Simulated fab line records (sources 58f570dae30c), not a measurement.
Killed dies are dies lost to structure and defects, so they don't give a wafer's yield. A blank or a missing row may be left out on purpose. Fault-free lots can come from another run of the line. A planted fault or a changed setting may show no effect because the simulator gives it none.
8D (eight disciplines) problem report, filled in by code	flow berkeleyCmos170	the parts of the form that need people (team, actions taken, sign-off) are left out

== 1. PROBLEM STATEMENT ==
Wafers without a fault read 56.80 W, standard deviation 0.042; heaterPowerTotalW at UCB170_PWELL_PEB_11 reads a mean of 59.21 W on 9 wafers belonging to 3 lots. That puts it +57 standard deviations away from the usual mean.
Seen first at day 7 01:07 on lithoTrack-04, wafer L217.1. At this step, 45 wafers from 15 lots have a number in the record. By rule, "out" or "out of limits" means more than 4 standard deviations away from the usual mean. The other wafers with a number count as sound.

== 2. WHAT IT IS, WHAT IT ISN'T ==
question	is	is not
which readings at this step	heaterPowerTotalW	-
which lots	L217, L218, L219	L200, L201, L202, L203, L204, L206, L207, L208, L209, L211, L220, L221
which wafers of those lots	all that have a number	-
read on which tools	lithoTrack-04	lithoTrack-02, lithoTrack-03
when	from day 7 01:07	up to then (30 sound wafers); but 6 sound wafers of L220, L221 came after

== 3. THE SUSPECTS, EACH WITH WHAT RULES IT OUT ==
Counting: a tool stays on the suspect list if, at a process step up to the reading, it processed all lots that are out and no sound lot following the first of them.
- lithoTrack-04 at UCB170_PWELL_PEB_11: kept. It processed each lot that is out, first L217 at day 7 01:07, and no sound lot thereafter; up to then, the last sound lot it processed was L211 at day 5 19:38. On those wafers its own readings are out: heaterPowerTotalW.
The count leaves lithoTrack-04 at UCB170_PWELL_PEB_11.

== 4. THE CAUSE (what the simulator had put in) ==
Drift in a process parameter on lithoTrack-04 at UCB170_PWELL_PEB_11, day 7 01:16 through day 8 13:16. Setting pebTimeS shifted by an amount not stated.
The count eliminated every tool but this one.

== 5. THE EFFECT CHAIN, in route order ==
Each row: a reading whose mean over the struck wafers that have a number lies more than 3 standard deviations from the usual. Only readings whose record carries a usual standard deviation are examined. hours: median over the lots of the time between each lot's start at the first step of this table that gives one and its start at this step. sigmas: the change, counted in usual standard deviations.
hours	step	reading	usual	on struck wafers	change	sigmas
0	UCB170_PWELL_PEB_11	heaterPowerTotalW	56.80 W	59.21	+2.41	+57
Here are the process steps it includes:
- UCB170_PWELL_PEB_11
Later steps that measure or inspect, where all struck wafers having a row at the step show a number for every such reading and not one has moved that far: UCB170_M1_CD_MEAS_90, UCB170_M3_THK_MEAS_03.

== 6. WHAT WOULD HAVE CAUGHT IT SOONER ==
In this record the first reading out of limits was taken at day 7 01:07.
